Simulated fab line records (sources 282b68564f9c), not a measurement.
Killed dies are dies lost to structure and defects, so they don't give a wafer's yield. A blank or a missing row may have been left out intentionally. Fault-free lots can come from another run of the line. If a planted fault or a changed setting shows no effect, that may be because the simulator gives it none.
fab line records | flow ritCmos
record lots=5 | wafers=15 | lastDay=7
route steps=202 shown ACTIVE@11 FOX1@20 FOX2@23 NWELL@28 PWELL@39 WELLDRIVE@50 SILICIDE@161 M1@202
lots untouched by any fault: they come from a run of this same line in which no faults occurred
startH: hours from the record's opening day to when the first of the lot's shown wafers began | waitH: hours since the lot's step before | " identical to the entry in the row above | L1.1+2: one row covering several wafers at once | - value missing, or start not given | * or withheld: withheld | < > ~ a bound
route shown NAME@n: names a module that has steps shown in the file, with the first one's number in the route | usual: mean/standard deviation taken from wafers without a fault | same: alike in all rows | chamber/n: place in a boat | sites: the reading at each site | _std_site: standard deviation of those values | _edge_site: outer sites' mean less inner sites' | radiusMm: for every site, how far away it sits from the centre of the wafer | mask NAME#n: copy n | behind: the most recent tool/chamber to have shaped the wafer | hold: the reason the lot was held/the length of the hold in hours/how it ended | device: whichever transistor did not switch (one of n, p or np) | end of line: tests run on the same wafers once the route is complete | for a step that has no rows: nothing shown but its recipe | killed: dies lost to structure and defects at the first sort, not the wafer's yield | map: a wafer's dies, marking killed ones x, the rest . and places with no die _
set.NAME: the run value of the setting; set.NAME@STEP: its run value at that earlier step | model.NAME: the simulator's own value behind a step, which no gauge read
lots seen at some steps along the route; tables by step, rows by wafer
services: from which hour (startH, from the record's first day; less than 0 if before it) a tool's chamber was out of use, for how many hours, and why
## steps
# step RIT_ACTIVE_DEVELOP_10
# recipe resist=NOVOLAK | developTimeS=50 | devTempC=23.68
# step RIT_ACTIVE_CD_MEAS_11
# recipe targetCdNm=1400
# usual cdNm=1399.9/2.1
lot.wafer | tool     | chamber | startH | waitH | cdNm
L306.3    | cdSem-01 | -       | 35.14  | -     | 1402.6
L306.4    | "        | -       | "      | "     | 1399.4
L306.6    | "        | -       | "      | "     | 1398.6
L308.1    | cdSem-02 | -       | 46.02  | -     | 1398.8
L308.2    | "        | -       | "      | "     | 1400.4
L308.6    | "        | -       | "      | "     | 1400.7
L313.3    | cdSem-02 | -       | 71.70  | -     | 1397.4
L313.4    | "        | -       | "      | "     | 1396.6
L313.6    | "        | -       | "      | "     | 1395.6
L319.1    | cdSem-01 | -       | 101.22 | -     | 1397.5
L319.2    | "        | -       | "      | "     | 1402.3
L319.5    | "        | -       | "      | "     | 1402.0
L325.3    | cdSem-02 | -       | 132.62 | -     | 1397.3
L325.4    | "        | -       | "      | "     | 1397.0
L325.6    | "        | -       | "      | "     | 1396.6
# step RIT_ACTIVE_HARDBAKE_12
# recipe resist=NOVOLAK | tempC=140 | timeS=60
# step RIT_ACTIVE_ETCH_13
# recipe stopOn=SiO2 | chemistry=SF6 | target=Si3N4 | timeS=210 | overEtchFrac=0.4 | SF6_flow_sccm=200 | pressureMtorr=260 | rfW=125 | targetDepthA=2100
# usual drypumpMotorCurrentA=5.7/0.44 | oesProductAu=0.816/0.012 | throttleValvePct=7.52/0.12
# same timeS=210
lot.wafer | tool       | chamber | startH | waitH | drypumpMotorCurrentA | oesProductAu | rfHoursCounterH | throttleValvePct
L306.3    | rieDiel-02 | 2       | 35.37  | 0.1   | 5.3                  | 0.844        | 65              | 7.35
L306.4    | "          | 1       | "      | "     | 5.2                  | 0.831        | 69              | 7.45
L306.6    | "          | 2       | "      | "     | 5.3                  | 0.836        | -               | 7.34
L308.1    | rieDiel-04 | 3       | 46.34  | 0.1   | 5.9                  | 0.808        | 129             | 7.43
L308.2    | "          | 0       | "      | "     | 4.8                  | 0.809        | 77              | 7.73
L308.6    | "          | 1       | "      | "     | 6.2                  | 0.785        | -               | 7.45
L313.3    | rieDiel-01 | 1       | 71.93  | 0.1   | 5.7                  | 0.813        | 13              | 7.49
L313.4    | "          | 2       | "      | "     | 5.9                  | 0.815        | 82              | 7.52
L313.6    | "          | 1       | "      | "     | 5.6                  | 0.816        | -               | 7.49
L319.1    | rieDiel-04 | 3       | 101.49 | 0.1   | 5.9                  | 0.809        | 130             | 7.43
L319.2    | "          | 0       | "      | "     | 4.8                  | 0.806        | 78              | 7.73
L319.5    | "          | 1       | "      | "     | 6.2                  | 0.791        | -               | 7.46
L325.3    | rieDiel-01 | 2       | 132.85 | 0.1   | 6.0                  | 0.810        | 83              | 7.52
L325.4    | "          | 3       | "      | "     | 6.0                  | 0.829        | 6               | 7.56
L325.6    | "          | 1       | "      | "     | 5.6                  | 0.809        | -               | 7.49
# step RIT_ACTIVE_STRIP_14
# recipe chemistry=O2 | timeS=180 | resist=NOVOLAK | platenTempC=withheld | powerW=500 | pressureMtorr=4000 | o2FlowSccm=4000
# usual drypumpMotorCurrentA=5.4/0.42
# same timeS=180
lot.wafer | tool           | chamber | startH | waitH | drypumpMotorCurrentA | rfHoursCounterH
L306.3    | plasmaAsher-03 | 0       | 35.56  | 0.1   | 5.9                  | -
L306.4    | "              | 1       | "      | "     | 5.7                  | -
L306.6    | "              | 0       | "      | "     | 5.9                  | -
L308.1    | plasmaAsher-01 | 1       | 46.47  | 0.1   | 4.8                  | 38
L308.2    | "              | 0       | "      | "     | 5.0                  | 38
L308.6    | "              | 1       | "      | "     | 4.8                  | -
L313.3    | plasmaAsher-01 | 1       | 72.12  | 0.1   | 4.9                  | -
L313.4    | "              | 0       | "      | "     | 5.0                  | -
L313.6    | "              | 1       | "      | "     | 4.8                  | -
L319.1    | plasmaAsher-01 | 1       | 101.62 | 0.1   | 4.8                  | 44
L319.2    | "              | 0       | "      | "     | 5.0                  | 44
L319.5    | "              | 1       | "      | "     | 4.8                  | -
L325.3    | plasmaAsher-01 | 0       | 133.05 | 0.1   | 5.0                  | -
L325.4    | "              | 1       | "      | "     | 4.8                  | -
L325.6    | "              | 0       | "      | "     | 5.0                  | -
# step RIT_ACTIVE_CD_MEAS_90
# recipe targetCdNm=1400
# usual cdNm=1399.9/2.1
lot.wafer | tool     | chamber | startH | waitH | cdNm
L306.3    | cdSem-01 | -       | 35.72  | 0.1   | 1401.9
L306.4    | "        | -       | "      | "     | 1398.9
L306.6    | "        | -       | "      | "     | 1398.5
L308.1    | cdSem-02 | -       | 46.65  | 0.1   | 1398.8
L308.2    | "        | -       | "      | "     | 1401.0
L308.6    | "        | -       | "      | "     | 1401.1
L313.3    | cdSem-01 | -       | 72.28  | 0.1   | 1397.0
L313.4    | "        | -       | "      | "     | 1396.6
L313.6    | "        | -       | "      | "     | 1396.2
L319.1    | cdSem-01 | -       | 101.80 | 0.1   | 1397.4
L319.2    | "        | -       | "      | "     | 1402.5
L319.5    | "        | -       | "      | "     | 1401.6
L325.3    | cdSem-02 | -       | 133.20 | 0.1   | 1397.2
L325.4    | "        | -       | "      | "     | 1396.9
L325.6    | "        | -       | "      | "     | 1397.2
# step RIT_ACTIVE_CLEAN_15
# recipe chemistry=SC1 | mix=3:3:50 | timeS=575.9 | tempC=75
# step RIT_ACTIVE_CLEAN_16
# recipe chemistry=dHF | dilution=50:1 | timeS=30
# step RIT_ACTIVE_CLEAN_17
# recipe chemistry=SC2 | mix=3:3:50 | timeS=600 | tempC=75 | dry=n2Spin
# step RIT_FOX1_OXIDATION_00
# recipe tempC=1100 | ambient=H2O | targetThkA=3507 | pH2oTorr=720 | oxTimeS=1130
# step RIT_FOX1_THK_MEAS_01
# recipe reads=SiO2_of_FOX1_OXIDATION_00
# usual FOX1_OXIDE_THK=353/7.1
lot.wafer | tool         | chamber | startH | waitH | FOX1_OXIDE_THK[nm]
L306.3    | filmMetro-03 | -       | 40.56  | 0.0   | 350
L306.4    | "            | -       | "      | "     | 351
L306.6    | "            | -       | "      | "     | 352
L308.1    | filmMetro-01 | -       | 49.38  | 0.0   | 353
L308.2    | "            | -       | "      | "     | 354
L308.6    | "            | -       | "      | "     | 349
L313.3    | filmMetro-03 | -       | 74.06  | 0.0   | 358
L313.4    | "            | -       | "      | "     | 354
L313.6    | "            | -       | "      | "     | 353
L319.1    | filmMetro-01 | -       | 106.00 | 0.0   | 354
L319.2    | "            | -       | "      | "     | 352
L319.5    | "            | -       | "      | "     | 352
L325.3    | filmMetro-01 | -       | 136.15 | 0.0   | 353
L325.4    | "            | -       | "      | "     | 363
L325.6    | "            | -       | "      | "     | 359
# step RIT_FOX1_WET_ETCH_02
# recipe chemistry=BOE | targetDepthNm=350 | timeS=390 | tempC=21.5 | dry=n2Spin | dilution=10:1 | target=SiO2
# step RIT_FOX2_OXIDATION_00
# recipe tempC=1100 | ambient=H2O | targetThkA=3507 | pH2oTorr=720 | oxTimeS=1130
# usual oxTempCMax=1104.8/1.4 | spikeTcCentreC=1102.6/1.4 | tube_center_temp_C_max=1102.9/0.46 | zonePowerCentrePct=55.5/2.9
lot.wafer | tool       | chamber | startH | waitH | oxTempCMax | spikeTcCentreC | tube_center_temp_C_max | zonePowerCentrePct | model.SiO2_of_FOX2_OXIDATION_00.thkNm
L306.3    | furnace-01 | 0       | 42.68  | 2.0   | 1103.8     | 1102.4         | 1102.8                 | 59.8               | 340.2
L306.4    | "          | 0       | "      | "     | 1105.0     | 1099.6         | 1102.4                 | 59.8               | 338.2
L306.6    | "          | 0       | "      | "     | 1106.9     | 1101.7         | 1102.1                 | 60.8               | 338.6
L308.1    | furnace-03 | 0       | 49.56  | 0.0   | 1107.2     | 1104.1         | 1103.0                 | 53.9               | 349.9
L308.2    | "          | 0       | "      | "     | 1107.6     | 1103.5         | 1103.0                 | 54.3               | 346.5
L308.6    | "          | 0       | "      | "     | 1105.0     | 1102.5         | 1102.5                 | 54.2               | 352.7
L313.3    | furnace-04 | 0       | 76.22  | 2.0   | 1102.6     | 1103.7         | 1102.8                 | 54.1               | 346.3
L313.4    | "          | 0       | "      | "     | 1102.8     | 1101.7         | 1103.2                 | 53.4               | 338.7
L313.6    | "          | 0       | "      | "     | 1101.9     | 1103.5         | 1102.8                 | 54.2               | 340.8
L319.1    | furnace-03 | 0       | 110.06 | 3.9   | 1105.1     | 1104.0         | 1103.1                 | 53.5               | 323.8
L319.2    | "          | 0       | "      | "     | 1106.8     | 1104.9         | 1102.0                 | 54.2               | 320.5
L319.5    | "          | 0       | "      | "     | 1105.2     | 1102.9         | 1102.8                 | 53.1               | 320.3
L325.3    | furnace-01 | 0       | 137.06 | 0.8   | 1103.9     | 1102.1         | 1102.4                 | 60.3               | 356.3
L325.4    | "          | 0       | "      | "     | 1104.7     | 1100.4         | 1103.1                 | 59.0               | 359.5
L325.6    | "          | 0       | "      | "     | 1103.4     | 1100.5         | 1102.9                 | 59.9               | 350.7
# step RIT_FOX2_THK_MEAS_01
# recipe reads=SiO2_of_FOX2_OXIDATION_00
# usual FOX2_OXIDE_THK=350/7.9
lot.wafer | tool         | chamber | startH | waitH | FOX2_OXIDE_THK[nm]
L306.3    | filmMetro-04 | -       | 44.01  | 0.0   | 340
L306.4    | "            | -       | "      | "     | 338
L306.6    | "            | -       | "      | "     | 339
L308.1    | filmMetro-03 | -       | 50.87  | 0.0   | 350
L308.2    | "            | -       | "      | "     | 346
L308.6    | "            | -       | "      | "     | 353
L313.3    | filmMetro-03 | -       | 77.56  | 0.0   | 346
L313.4    | "            | -       | "      | "     | 339
L313.6    | "            | -       | "      | "     | 341
L319.1    | filmMetro-04 | -       | 111.37 | 0.0   | 324
L319.2    | "            | -       | "      | "     | 321
L319.5    | "            | -       | "      | "     | 320
L325.3    | filmMetro-01 | -       | 138.39 | 0.0   | 356
L325.4    | "            | -       | "      | "     | 359
L325.6    | "            | -       | "      | "     | 351
# step RIT_FOX2_CLEAN_02
# recipe chemistry=dHF | dilution=50:1 | timeS=180
# step RIT_FOX2_WET_ETCH_03
# recipe chemistry=H3PO4 | target=Si3N4 | targetDepthNm=195 | tempC=165 | timeS=2700
# step RIT_FOX2_THK_MEAS_90
# recipe reads=SiO2_of_FOX2_OXIDATION_00
# usual FIELD_OXIDE_LEFT_1_THK=323/7.9
lot.wafer | tool         | chamber | startH | waitH | FIELD_OXIDE_LEFT_1_THK[nm]
L306.3    | filmMetro-03 | -       | 44.89  | 0.0   | 313
L306.4    | "            | -       | "      | "     | 311
L306.6    | "            | -       | "      | "     | 311
L308.1    | filmMetro-01 | -       | 51.82  | 0.0   | 322
L308.2    | "            | -       | "      | "     | 319
L308.6    | "            | -       | "      | "     | 325
L313.3    | filmMetro-04 | -       | 78.44  | 0.0   | 319
L313.4    | "            | -       | "      | "     | 311
L313.6    | "            | -       | "      | "     | 313
L319.1    | filmMetro-01 | -       | 112.25 | 0.0   | 296
L319.2    | "            | -       | "      | "     | 293
L319.5    | "            | -       | "      | "     | 293
L325.3    | filmMetro-04 | -       | 139.28 | 0.0   | 329
L325.4    | "            | -       | "      | "     | 332
L325.6    | "            | -       | "      | "     | 323
# step RIT_NWELL_HMDS_00
# recipe primeTimeS=60 | primeTempC=140
# step RIT_NWELL_COAT_01
# recipe resist=NOVOLAK | spinRpm=2000 | resistThkNm=1300
# step RIT_NWELL_SOFTBAKE_02
# recipe resist=NOVOLAK | tempC=90 | timeS=60
# step RIT_NWELL_EXPOSE_03
# recipe maskId=M2 | na=0.57 | targetCdNm=43900 | doseMj=250
# step RIT_NWELL_PEB_04
# recipe resist=NOVOLAK | tempC=withheld | timeS=withheld
# step RIT_NWELL_DEVELOP_05
# recipe resist=NOVOLAK | developTimeS=68 | devTempC=23
# step RIT_NWELL_OVL_MEAS_06
# usual NWELL_OVL=-0.5/1.4
lot.wafer | tool       | chamber | startH | waitH | NWELL_OVL[nm]
L306.3    | overlay-02 | -       | 45.95  | -     | 0.6
L306.4    | "          | -       | "      | "     | 2.2
L306.6    | "          | -       | "      | "     | 1.3
L308.1    | overlay-01 | -       | 52.76  | -     | -2.6
L308.2    | "          | -       | "      | "     | -1.0
L308.6    | "          | -       | "      | "     | -1.0
L313.3    | overlay-02 | -       | 79.49  | -     | 0.2
L313.4    | "          | -       | "      | "     | 1.5
L313.6    | "          | -       | "      | "     | 0.6
L319.1    | overlay-02 | -       | 113.19 | -     | -2.4
L319.2    | "          | -       | "      | "     | -1.6
L319.5    | "          | -       | "      | "     | -2.1
L325.3    | overlay-01 | -       | 140.21 | -     | -3.7
L325.4    | "          | -       | "      | "     | -1.3
L325.6    | "          | -       | "      | "     | -2.9
# step RIT_NWELL_HARDBAKE_07
# recipe resist=NOVOLAK | tempC=140 | timeS=120
# step RIT_NWELL_IMPLANT_08
# recipe species=P | energyKev=170 | doseCm2=5e+13 | tiltDeg=7.32
# step RIT_NWELL_STRIP_09
# recipe chemistry=O2 | timeS=180 | resist=NOVOLAK | platenTempC=withheld | powerW=500 | pressureMtorr=4000 | o2FlowSccm=4000
# usual drypumpMotorCurrentA=5.3/0.32
# same timeS=180
lot.wafer | tool           | chamber | startH | waitH | drypumpMotorCurrentA | rfHoursCounterH
L306.3    | plasmaAsher-02 | 1       | 46.55  | 0.1   | 5.3                  | -
L306.4    | "              | 0       | "      | "     | 5.3                  | -
L306.6    | "              | 0       | "      | "     | 5.3                  | -
L308.1    | plasmaAsher-01 | 1       | 53.20  | 0.1   | 4.9                  | 39
L308.2    | "              | 0       | "      | "     | 5.0                  | 39
L308.6    | "              | 1       | "      | "     | 4.9                  | -
L313.3    | plasmaAsher-02 | 0       | 79.98  | 0.1   | 5.3                  | -
L313.4    | "              | 1       | "      | "     | 5.3                  | -
L313.6    | "              | 1       | "      | "     | 5.3                  | -
L319.1    | plasmaAsher-02 | 0       | 113.63 | 0.1   | 5.3                  | 50
L319.2    | "              | 1       | "      | "     | 5.4                  | 50
L319.5    | "              | 0       | "      | "     | 5.3                  | -
L325.3    | plasmaAsher-02 | 0       | 140.74 | 0.1   | 5.3                  | -
L325.4    | "              | 1       | "      | "     | 5.4                  | -
L325.6    | "              | 0       | "      | "     | 5.3                  | -
# step RIT_NWELL_TW_MEAS_10
# usual NWELL_TW=2141/18
lot.wafer | tool         | chamber | startH | waitH | NWELL_TW
L306.3    | filmMetro-04 | -       | 46.68  | 0.1   | 2141
L306.4    | "            | -       | "      | "     | 2139
L306.6    | "            | -       | "      | "     | 2141
L308.1    | filmMetro-01 | -       | 53.37  | 0.1   | 2122
L308.2    | "            | -       | "      | "     | 2122
L308.6    | "            | -       | "      | "     | 2120
L313.3    | filmMetro-02 | -       | 80.11  | 0.1   | 2152
L313.4    | "            | -       | "      | "     | 2169
L313.6    | "            | -       | "      | "     | 2158
L319.1    | filmMetro-04 | -       | 113.80 | 0.1   | 2144
L319.2    | "            | -       | "      | "     | 2146
L319.5    | "            | -       | "      | "     | 2141
L325.3    | filmMetro-04 | -       | 140.87 | 0.1   | 2142
L325.4    | "            | -       | "      | "     | 2146
L325.6    | "            | -       | "      | "     | 2150
# step RIT_PWELL_HMDS_00
# recipe primeTimeS=60 | primeTempC=140
# step RIT_PWELL_COAT_01
# recipe resist=NOVOLAK | spinRpm=2000 | resistThkNm=1300
# step RIT_PWELL_SOFTBAKE_02
# recipe resist=NOVOLAK | tempC=90 | timeS=60
# step RIT_PWELL_EXPOSE_03
# recipe maskId=M3 | na=0.57 | targetCdNm=43700 | doseMj=250
# step RIT_PWELL_PEB_04
# recipe resist=NOVOLAK | tempC=withheld | timeS=withheld
# step RIT_PWELL_DEVELOP_05
# recipe resist=NOVOLAK | developTimeS=68 | devTempC=23
# step RIT_PWELL_OVL_MEAS_06
# usual PWELL_OVL=0.8/1.3
lot.wafer | tool       | chamber | startH | waitH | PWELL_OVL[nm]
L306.3    | overlay-02 | -       | 47.62  | -     | 0.3
L306.4    | "          | -       | "      | "     | -0.5
L306.6    | "          | -       | "      | "     | -0.4
L308.1    | overlay-02 | -       | 54.31  | -     | -0.7
L308.2    | "          | -       | "      | "     | 0.0
L308.6    | "          | -       | "      | "     | 1.0
L313.3    | overlay-02 | -       | 81.17  | -     | 0.0
L313.4    | "          | -       | "      | "     | 0.7
L313.6    | "          | -       | "      | "     | -0.2
L319.1    | overlay-01 | -       | 114.74 | -     | 1.7
L319.2    | "          | -       | "      | "     | -1.6
L319.5    | "          | -       | "      | "     | 1.0
L325.3    | overlay-02 | -       | 141.81 | -     | -0.3
L325.4    | "          | -       | "      | "     | 2.8
L325.6    | "          | -       | "      | "     | 2.4
# step RIT_PWELL_HARDBAKE_07
# recipe resist=NOVOLAK | tempC=140 | timeS=120
# step RIT_PWELL_IMPLANT_08
# recipe species=B | energyKev=167 | doseCm2=7e+13 | tiltDeg=7
# step RIT_PWELL_STRIP_09
# recipe chemistry=O2 | timeS=180 | resist=NOVOLAK | platenTempC=withheld | powerW=500 | pressureMtorr=4000 | o2FlowSccm=4000
# usual drypumpMotorCurrentA=5.3/0.31
# same timeS=180
lot.wafer | tool           | chamber | startH | waitH | drypumpMotorCurrentA | rfHoursCounterH
L306.3    | plasmaAsher-02 | 0       | 48.10  | 0.1   | 5.3                  | -
L306.4    | "              | 1       | "      | "     | 5.3                  | -
L306.6    | "              | 1       | "      | "     | 5.3                  | -
L308.1    | plasmaAsher-01 | 0       | 54.75  | 0.1   | 5.0                  | 39
L308.2    | "              | 1       | "      | "     | 4.9                  | 39
L308.6    | "              | 1       | "      | "     | 4.9                  | -
L313.3    | plasmaAsher-02 | 1       | 81.65  | 0.1   | 5.3                  | -
L313.4    | "              | 0       | "      | "     | 5.3                  | -
L313.6    | "              | 1       | "      | "     | 5.3                  | -
L319.1    | plasmaAsher-02 | 0       | 115.18 | 0.1   | 5.3                  | 50
L319.2    | "              | 1       | "      | "     | 5.4                  | 50
L319.5    | "              | 0       | "      | "     | 5.3                  | -
L325.3    | plasmaAsher-03 | 0       | 142.29 | 0.1   | 5.9                  | -
L325.4    | "              | 1       | "      | "     | 5.7                  | -
L325.6    | "              | 0       | "      | "     | 5.9                  | -
# step RIT_PWELL_TW_MEAS_10
# usual PWELL_TW=949/7.4
lot.wafer | tool         | chamber | startH | waitH | PWELL_TW
L306.3    | filmMetro-01 | -       | 48.24  | 0.1   | 937
L306.4    | "            | -       | "      | "     | 939
L306.6    | "            | -       | "      | "     | 946
L308.1    | filmMetro-02 | -       | 54.92  | 0.1   | 960
L308.2    | "            | -       | "      | "     | 963
L308.6    | "            | -       | "      | "     | 961
L313.3    | filmMetro-02 | -       | 81.79  | 0.1   | 961
L313.4    | "            | -       | "      | "     | 961
L313.6    | "            | -       | "      | "     | 959
L319.1    | filmMetro-01 | -       | 115.35 | 0.1   | 937
L319.2    | "            | -       | "      | "     | 941
L319.5    | "            | -       | "      | "     | 933
L325.3    | filmMetro-04 | -       | 142.42 | 0.1   | 947
L325.4    | "            | -       | "      | "     | 953
L325.6    | "            | -       | "      | "     | 949
# step RIT_WELLDRIVE_ANNEAL_00
# recipe tempC=1100 | timeS=14700 | ambient=N2
# step RIT_WELLDRIVE_RS_MEAS_01
# recipe thkMeasGauge=four-point-probe
# usual NWELL_RS=275.7/0.8
lot.wafer | tool         | chamber | startH | waitH | NWELL_RS[ohm/sq]
L306.3    | filmMetro-04 | -       | 53.78  | 0.0   | 274.7
L306.4    | "            | -       | "      | "     | 275.5
L306.6    | "            | -       | "      | "     | 275.2
L308.1    | filmMetro-02 | -       | 60.39  | 0.0   | 276.3
L308.2    | "            | -       | "      | "     | 276.4
L308.6    | "            | -       | "      | "     | 276.1
L313.3    | filmMetro-04 | -       | 91.86  | 0.0   | 276.3
L313.4    | "            | -       | "      | "     | 277.3
L313.6    | "            | -       | "      | "     | 276.4
L319.1    | filmMetro-01 | -       | 123.20 | 0.0   | 275.1
L319.2    | "            | -       | "      | "     | 275.4
L319.5    | "            | -       | "      | "     | 275.3
L325.3    | filmMetro-02 | -       | 149.04 | 0.0   | 275.9
L325.4    | "            | -       | "      | "     | 276.2
L325.6    | "            | -       | "      | "     | 275.8
# step RIT_WELLDRIVE_RS_MEAS_02
# recipe thkMeasGauge=four-point-probe
# usual PWELL_RS=430.9/1.3
lot.wafer | tool         | chamber | startH | waitH | PWELL_RS[ohm/sq]
L306.3    | filmMetro-04 | -       | 53.90  | 0.1   | 432.1
L306.4    | "            | -       | "      | "     | 432.1
L306.6    | "            | -       | "      | "     | 431.5
L308.1    | filmMetro-02 | -       | 60.51  | 0.1   | 429.1
L308.2    | "            | -       | "      | "     | 428.6
L308.6    | "            | -       | "      | "     | 429.7
L313.3    | filmMetro-04 | -       | 91.98  | 0.1   | 428.6
L313.4    | "            | -       | "      | "     | 429.0
L313.6    | "            | -       | "      | "     | 428.4
L319.1    | filmMetro-01 | -       | 123.32 | 0.1   | 432.0
L319.2    | "            | -       | "      | "     | 430.9
L319.5    | "            | -       | "      | "     | 432.9
L325.3    | filmMetro-02 | -       | 149.16 | 0.1   | 431.3
L325.4    | "            | -       | "      | "     | 432.0
L325.6    | "            | -       | "      | "     | 431.1
# step RIT_FOX2_THK_MEAS_91
# recipe reads=SiO2_of_FOX2_OXIDATION_00
# usual FIELD_OXIDE_LEFT_2_THK=255/7.8
lot.wafer | tool         | chamber | startH | waitH | FIELD_OXIDE_LEFT_2_THK[nm]
L306.3    | filmMetro-01 | -       | 57.70  | 0.0   | 245
L306.4    | "            | -       | "      | "     | 243
L306.6    | "            | -       | "      | "     | 244
L308.1    | filmMetro-03 | -       | 64.34  | 0.0   | 255
L308.2    | "            | -       | "      | "     | 251
L308.6    | "            | -       | "      | "     | 258
L313.3    | filmMetro-03 | -       | 95.86  | 0.0   | 251
L313.4    | "            | -       | "      | "     | 243
L313.6    | "            | -       | "      | "     | 245
L319.1    | filmMetro-01 | -       | 127.00 | 0.0   | 228
L319.2    | "            | -       | "      | "     | 224
L319.5    | "            | -       | "      | "     | 224
L325.3    | filmMetro-03 | -       | 152.94 | 0.0   | 260
L325.4    | "            | -       | "      | "     | 264
L325.6    | "            | -       | "      | "     | 255
# step RIT_SILICIDE_WET_ETCH_00
# recipe chemistry=BOE | target=SiO2 | targetDepthNm=14 | timeS=15.47 | dry=n2Spin | dilution=10:1 | tempC=21.5
# same timeS=15.47
lot.wafer | tool        | chamber | startH | waitH | model.SiO2_of_FOX2_OXIDATION_00.thkNm
L306.3+6  | wetBench-02 | 0       | 76.98  | 0.1   | 139.3
L306.4    | "           | 0       | "      | "     | 138.6
L308.1    | wetBench-02 | 2       | 83.69  | 0.1   | 150.6
L308.2    | "           | 2       | "      | "     | 146.9
L308.6    | "           | 2       | "      | "     | 152.3
L313.3    | wetBench-03 | 2       | 117.45 | 0.1   | 146.7
L313.4    | "           | 2       | "      | "     | 138.3
L313.6    | "           | 2       | "      | "     | 141.3
L319.1    | wetBench-03 | 1       | 151.24 | 0.1   | 123.8
L319.2    | "           | 1       | "      | "     | 118.9
L319.5    | "           | 1       | "      | "     | 120.3
L325.3    | wetBench-04 | 3       | 171.31 | 0.1   | 155.8
L325.4    | "           | 3       | "      | "     | 159.1
L325.6    | "           | 3       | "      | "     | 150.4
# step RIT_M1_PROBE_99
# usual killedAtFrontEnd=7/3.2 | killedDies=7/3.2 | killedOpen=3.5/2.2 | killedShort=3.6/2.1
# same grossDies=264 | killed_at_M0_to_M3=0 | killed_at_M4_up=0 | killedAtBackSide=0 | killedAtContacts=0 | killedAtOther=0
lot.wafer | tool      | chamber | startH | waitH | killedAtFrontEnd | killedDies | killedOpen | killedShort
L306.3    | prober-02 | -       | 84.08  | 0.2   | 6                | 6          | 3          | 3
L306.4    | prober-02 | -       | 84.13  | 0.2   | 11               | 11         | 7          | 4
L306.6    | prober-02 | -       | 84.23  | 0.2   | 6                | 6          | 4          | 2
L313.3    | prober-01 | -       | 124.47 | 0.2   | 6                | 6          | 5          | 1
L313.4    | prober-01 | -       | 124.52 | 0.2   | 4                | 4          | 2          | 2
L313.6    | prober-01 | -       | 124.62 | 0.2   | 12               | 12         | 5          | 7
L319.1    | prober-01 | -       | 158.41 | 0.1   | 4                | 4          | 0          | 4
L319.2    | prober-01 | -       | 158.46 | 0.1   | 2                | 2          | 2          | 0
L319.5    | prober-01 | -       | 158.61 | 0.2   | 7                | 7          | 5          | 2
# killed by level:class
L306.3 GATE:geometricParticle:open=2 GATE:geometricParticle:short=2 SPACER:geometricParticle:open=1 SPACER:geometricParticle:short=1
L306.4 GATE:geometricParticle:open=3 GATE:geometricParticle:short=2 SPACER:geometricParticle:open=2 FOX1:geometricParticle:open=1 FOX1:geometricParticle:short=1 REOX:geometricParticle:open=1 SILICIDE:geometricParticle:short=1
L306.6 GATE:geometricParticle:open=2 FOX1:geometricParticle:open=1 FOX1:geometricParticle:short=1 GATE:geometricParticle:short=1 SPACER:geometricParticle:open=1
L313.3 FOX1:geometricParticle:open=2 GATE:geometricParticle:open=2 ACTIVE:geometricParticle:short=1 FOX2:geometricParticle:open=1
L313.4 FOX1:geometricParticle:open=1 GATE:geometricParticle:open=1 GATE:geometricParticle:short=1 SILICIDE:geometricParticle:short=1
L313.6 GATE:geometricParticle:short=3 SPACER:geometricParticle:open=3 GATE:geometricParticle:open=2 SPACER:geometricParticle:short=2 FOX1:geometricParticle:short=1 REOX:geometricParticle:short=1
L319.1 FOX1:geometricParticle:short=2 GATE:geometricParticle:short=2
L319.2 SPACER:geometricParticle:open=2
L319.5 SPACER:geometricParticle:open=2 SPACER:geometricParticle:short=2 SILICIDE:geometricParticle:open=2 GATE:geometricParticle:open=1
## services
tool           | chamber | startH | hours | kind
wetBench-04    | -       | 19.21  | 6.3   | repair
furnace-04     | -       | 19.27  | 4.0   | pm
furnace-01     | -       | 20.56  | 2.9   | pm
furnace-01     | -       | 23.43  | 3.4   | pm
rieDiel-01     | 0       | 33.63  | -     | clean
rieDiel-01     | 0       | 33.63  | 16.7  | scheduledDown
rieDiel-01     | 0       | 33.63  | 16.7  | ventCycle
rieDiel-02     | 2       | 47.65  | 16.1  | repair
rieDiel-01     | 1       | 49.92  | 13.7  | repair
rieDiel-01     | 2       | 52.35  | 3.6   | repair
rieDiel-04     | 2       | 62.58  | 1.5   | repair
plasmaAsher-03 | -       | 69.14  | 3.4   | repair
rieDiel-01     | -       | 84.90  | 2.8   | pm
rieDiel-01     | -       | 90.31  | 14.6  | pm
rieDiel-04     | 3       | 103.86 | 3.8   | repair
rieDiel-02     | 3       | 121.40 | 9.6   | repair
plasmaAsher-03 | -       | 121.61 | 15.6  | pm
rieDiel-01     | 1       | 123.80 | 4.4   | repair
furnace-04     | -       | 126.82 | 4.3   | pm
plasmaAsher-03 | -       | 146.76 | 0.7   | repair
rieDiel-01     | 1       | 149.04 | 4.0   | repair
plasmaAsher-01 | -       | 160.90 | 2.8   | pm
## key
firstSign step=RIT_FOX2_THK_MEAS_01 | reading=FOX2_OXIDE_THK | direction=down | sigmas=3.6 | usual=350 | struck=322
effect step=RIT_FOX2_THK_MEAS_90 | reading=FIELD_OXIDE_LEFT_1_THK | direction=down | sigmas=3.7 | usual=323 | struck=294
effect step=RIT_FOX2_THK_MEAS_91 | reading=FIELD_OXIDE_LEFT_2_THK | direction=down | sigmas=3.8 | usual=255 | struck=225
modelEffect step=RIT_FOX2_OXIDATION_00 | value=SiO2_of_FOX2_OXIDATION_00.thkNm | without=355 | struck=321.5
modelEffect step=RIT_SILICIDE_WET_ETCH_00 | value=SiO2_of_FOX2_OXIDATION_00.thkNm | without=154.5 | struck=121
metAt RIT_FOX2_OXIDATION_00
struckWafers L319.1,L319.2,L319.5
testerLeftOut L319
onsetBetween 49.56 110.06
alsoFits RIT_ACTIVE_ETCH_13:rieDiel-04
fault kind=processParameterDrift | tool=furnace-03 | chamber=- | onsetH=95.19 | steps=RIT_FOX2_OXIDATION_00 | channel=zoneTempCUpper | offset=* | shape=step | endH=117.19
# testerLeftOut: of these lots the tester's yield and bins aren't shown, on N5 and GAA mostly nor the transistor test; their killed dies are dies lost to structure and defects alone, not to doping, threshold or leakage, so they don't give the yield
